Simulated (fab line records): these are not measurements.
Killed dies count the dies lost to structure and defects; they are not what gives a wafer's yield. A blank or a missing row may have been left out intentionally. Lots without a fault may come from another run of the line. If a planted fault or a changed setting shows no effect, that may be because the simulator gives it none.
What tool caused it? :: flow rit_cmos :: 7 lots (21 wafers sampled), 1 step of a 202-step route

WHAT EACH GAUGE READ, for each wafer
RIT_NWELL_OVL_MEAS_06.
lot: L209
measured: day 2 13:08
on: overlay-01
NWELL_OVL (nm): 0.8 0.2 -0.3

lot: L217
measured: day 4 08:43
on: overlay-01
NWELL_OVL (nm): 0.1 1.3 0.8

lot: L219
measured: day 4 15:48
on: overlay-02
NWELL_OVL (nm): -0.9 0.6 -0.4

lot: L222
measured: day 5 05:52
on: overlay-02
NWELL_OVL (nm): 3.6 3.0 2.4

lot: L224
measured: day 5 18:51
on: overlay-01
NWELL_OVL (nm): 2.0 2.7 0.9

lot: L226
measured: day 6 00:59
on: overlay-01
NWELL_OVL (nm): 1.6 1.5 2.1

lot: L228
measured: day 6 12:32
on: overlay-01
NWELL_OVL (nm): -0.2 1.2 0.9

TOOL THAT RAN EACH LOT (tool first, then ch and the chambers of the sampled wafers, then the start)
Record: no process step prior to these readings.

THE ANSWER, worked out from the rows above alone
Rule: the lots themselves supply what counts as usual. Put in order of their means at a reading, lots are off if they are a third of the lots or fewer, leave a main group of 4 or more, and stand apart from it by a gap of 3 or more times the standard deviation of the main group's means; of several such gaps the widest counts. A main group is skipped when, at the precision printed for the reading in the tables above, its means are all equal. A lot without any number at a reading at which 4 lots or more have one is off too. The other lots that the step has rows for count as sound.
Across all readings shown, no lot is off: no conclusion can be drawn from this.

WHAT THE SIMULATOR PUT IN
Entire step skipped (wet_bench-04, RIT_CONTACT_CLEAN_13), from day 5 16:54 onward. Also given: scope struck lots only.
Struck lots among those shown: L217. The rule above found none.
